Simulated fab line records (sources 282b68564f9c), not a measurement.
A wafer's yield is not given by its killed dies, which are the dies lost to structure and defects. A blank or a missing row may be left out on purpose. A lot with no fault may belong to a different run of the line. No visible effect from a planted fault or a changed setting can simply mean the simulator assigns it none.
A struck lot beside a sound one -- flow rit cmos -- 34 steps out of a route of 202
Sound: the wafers L118.3, L118.4, L118.5. Wafers struck: L115.1, L115.5, L115.6. The cause is given at the end.
Per side, at each step with rows, come the tool, then ch with its chambers, and then its first start. Under that, the readings that differ: sound wafers -- struck wafers -- difference of the means -- sigmas: that difference in standard deviations of wafers without a fault.
alike: readings whose means differ by less than 2 such deviations, and words and numbers that are the same on both sides. not compared: withheld readings, readings that some wafer has no value for, bounds like >300 that may hide the same value, and numbers for which the record gives no deviation and whose values overlap.
A row with sigmas, a row that says differs or no value, or rows on one side alone: a step with any of these is where the two part. Non-overlapping numbers with no deviation appear without sigmas and do not part them. Lack of a reading on every wafer of one side parts them only where that side has two or more wafers.

RIT_PLDD_OVL_MEAS_06:
  sound on overlay-01 at day 6 18:16; struck on overlay-02 at day 6 02:48
  alike: PLDD_OVL
then, 2 steps without rows for these wafers: RIT_PLDD_HARDBAKE_07 (time 60 s); RIT_PLDD_IMPLANT_08.
RIT_PLDD_STRIP_09: strips in O2, time 180 s.
  sound on plasma asher-02 ch 0,1, day 6 18:38; struck on plasma asher-01 ch 0,1, day 6 03:08
  alike: drypump motor current A
  not compared: rf hours counter h
RIT_PLDD_TW_MEAS_10:
  sound on film metro-02 at day 6 18:47; struck on film metro-02 at day 6 03:19
  alike: PLDD_TW
then, 4 steps without rows for these wafers: RIT_SPACER_CLEAN_00 (cleans in SC1, time 600 s); RIT_SPACER_CLEAN_01 (cleans in dHF, time 30 s); RIT_SPACER_CLEAN_02 (cleans in SC2, time 600 s); RIT_SPACER_CVD_03 (deposits Si3N4 from SiH2Cl2/NH3, target thk 250 nm, time 3300 s).
RIT_SPACER_THK_MEAS_04:
  sound on film metro-04 at day 6 21:07; struck on film metro-02 at day 6 05:39
  alike: SPACER_NITRIDE_THK
RIT_SPACER_ETCHBACK_05: etches Si3N4 in SF6/CHF3, stops on SiO2, target depth 250 nm, time 230.9 s.
  sound on rie diel-03 ch 2,3, day 6 21:10; struck on rie diel-02 ch 0,2,3, day 6 05:43
  alike: drypump motor current A, oes product au, rf fwd power W, throttle valve pct
  not compared: rf hours counter h
then, 1 step without rows for these wafers: RIT_NSD_HMDS_00 (prime time 60 s).
RIT_NSD_COAT_01: resist thk 1000 nm.
  sound on litho track-01 ch 0, day 6 21:31; struck on litho track-01, day 6 06:01
  no value came back on the struck wafers for chill plate temp C (C), dispense pressure kPa (kPa); on the sound wafers chill plate temp C (C) reads 23.00 23.00 22.89
then, 4 steps without rows for these wafers: RIT_NSD_SOFTBAKE_02 (time 60 s); RIT_NSD_EXPOSE_03 (exposes mask M9, target cd 40700 nm); RIT_NSD_PEB_04; RIT_NSD_DEVELOP_05 (develop time 50 s).
RIT_NSD_OVL_MEAS_06:
  sound on overlay-02 at day 6 22:14; struck on overlay-02 at day 6 06:43
reading,sound,struck,difference,sigmas
NSD_OVL (nm),-0.3 -3.4 -3.6,- - -,no value on the struck wafers,
then, 2 steps without rows for these wafers: RIT_NSD_HARDBAKE_07 (time 60 s); RIT_NSD_IMPLANT_08.
RIT_NSD_STRIP_09: strips in O2, time 180 s.
  sound on plasma asher-01 ch 0,1, day 6 22:37; struck on plasma asher-04 ch 0,1, day 6 07:05
  alike: drypump motor current A
  not compared: rf hours counter h
RIT_NSD_TW_MEAS_10:
  sound on film metro-04 at day 6 22:45; struck on film metro-03 at day 6 07:16
  alike: NSD_TW
then, 6 steps without rows for these wafers: RIT_PSD_HMDS_00 (prime time 60 s); RIT_PSD_COAT_01 (resist thk 1000 nm); RIT_PSD_SOFTBAKE_02 (time 60 s); RIT_PSD_EXPOSE_03 (exposes mask M10, target cd 40900 nm); RIT_PSD_PEB_04; RIT_PSD_DEVELOP_05 (develop time 50 s).
RIT_PSD_OVL_MEAS_06:
  sound on overlay-01 at day 6 23:39; struck on overlay-01 at day 6 08:10
  alike: PSD_OVL
then, 2 steps without rows for these wafers: RIT_PSD_HARDBAKE_07 (time 60 s); RIT_PSD_IMPLANT_08.
RIT_PSD_STRIP_09: strips in O2, time 180 s.
  sound on plasma asher-04 ch 0,1, day 7 00:02; struck on plasma asher-01 ch 0,1, day 6 08:31
  alike: drypump motor current A
  not compared: rf hours counter h
RIT_PSD_TW_MEAS_10:
  sound on film metro-04 at day 7 00:10; struck on film metro-04 at day 6 08:41
reading,sound,struck,difference,sigmas
PSD_TW,3389 3401 3375,3572 3559 3566,+177,+9
then, 1 step without rows for these wafers: RIT_SDANNEAL_CLEAN_00 (cleans in SC1, time 600 s).

WHERE THEY PART
First at RIT_NSD_COAT_01; last, within this record, at RIT_PSD_TW_MEAS_10.

WHY: whatever the simulator had introduced
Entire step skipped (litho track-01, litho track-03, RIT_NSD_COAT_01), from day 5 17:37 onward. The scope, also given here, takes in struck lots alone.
